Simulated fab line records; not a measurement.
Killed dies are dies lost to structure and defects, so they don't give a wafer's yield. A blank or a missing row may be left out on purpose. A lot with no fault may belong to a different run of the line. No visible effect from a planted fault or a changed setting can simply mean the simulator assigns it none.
Struck lot and sound lot, side by side	flow rit_cmos	14 steps out of a route of 202
Sound: the wafers L446.2, L446.3, L446.5. Struck: wafers L450.2, L450.5, L450.6. The cause is given at the end.
For every step that has rows: the tool of each side, followed by ch and its chambers, followed by its first start. Under that, the readings that differ: sound wafers	struck wafers	difference of the means	sigmas: that difference in standard deviations of wafers without a fault.
alike: readings with means less than 2 such deviations apart, plus words and numbers identical on both sides. not compared: withheld readings, readings lacking a value on some wafer, bounds such as >300 that could conceal the same value, and numbers that have no deviation in the record and whose values overlap.
Wherever a step has rows on one side only, a row that says differs or no value, or a row with sigmas, the two part there. When numbers do not overlap yet have no deviation, they are printed without sigmas and do not part them. Lack of a reading on every wafer of one side parts them only where that side has two or more wafers.

first, 2 steps without rows for these wafers: RIT_NRETRO_PEB_04; RIT_NRETRO_DEVELOP_05 (develop time 68 s).
RIT_NRETRO_OVL_MEAS_06:
  sound on overlay-01, day 3 01:55; struck on overlay-02, day 3 21:23
  alike: NRETRO_OVL
then, 2 steps without rows for these wafers: RIT_NRETRO_HARDBAKE_07 (time 120 s); RIT_NRETRO_IMPLANT_08.
RIT_NRETRO_STRIP_09: strips in O2, time 180 s.
  sound on plasma_asher-02 ch 0,1, day 3 02:20; struck on plasma_asher-01 ch 0,1, day 3 21:49
  alike: drypump_motor_current_A
  not compared: rf_hours_counter_h
RIT_NRETRO_TW_MEAS_10:
  sound on film_metro-03, day 3 02:31; struck on film_metro-01, day 3 22:00
  alike: NRETRO_TW
then, 5 steps without rows for these wafers: RIT_PRETRO_HMDS_00 (prime time 60 s); RIT_PRETRO_COAT_01 (resist thk 1300 nm); RIT_PRETRO_SOFTBAKE_02 (time 60 s); RIT_PRETRO_EXPOSE_03 (exposes mask M5, target cd 43700 nm); RIT_PRETRO_PEB_04.
RIT_PRETRO_DEVELOP_05: develop time 68 s.
  sound on litho_track-02 ch 0, day 3 03:00; struck on litho_track-03, day 3 22:00
  no value came back on the struck wafers for chill_plate_temp_C (C), develop_time_s (s), developer_temp_C (C); on the sound wafers chill_plate_temp_C (C) reads 23.08 23.04 22.87
RIT_PRETRO_OVL_MEAS_06:
  sound on overlay-02, day 3 03:35; struck on overlay-02, day 3 23:04
reading	sound	struck	difference	sigmas
PRETRO_OVL (nm)	-0.4 0.1 -1.6	- - -	no value on the struck wafers	

## WHERE THEY PART
At RIT_PRETRO_DEVELOP_05 first; at RIT_PRETRO_OVL_MEAS_06 last (within this record only).

WHY: the cause the simulator had injected
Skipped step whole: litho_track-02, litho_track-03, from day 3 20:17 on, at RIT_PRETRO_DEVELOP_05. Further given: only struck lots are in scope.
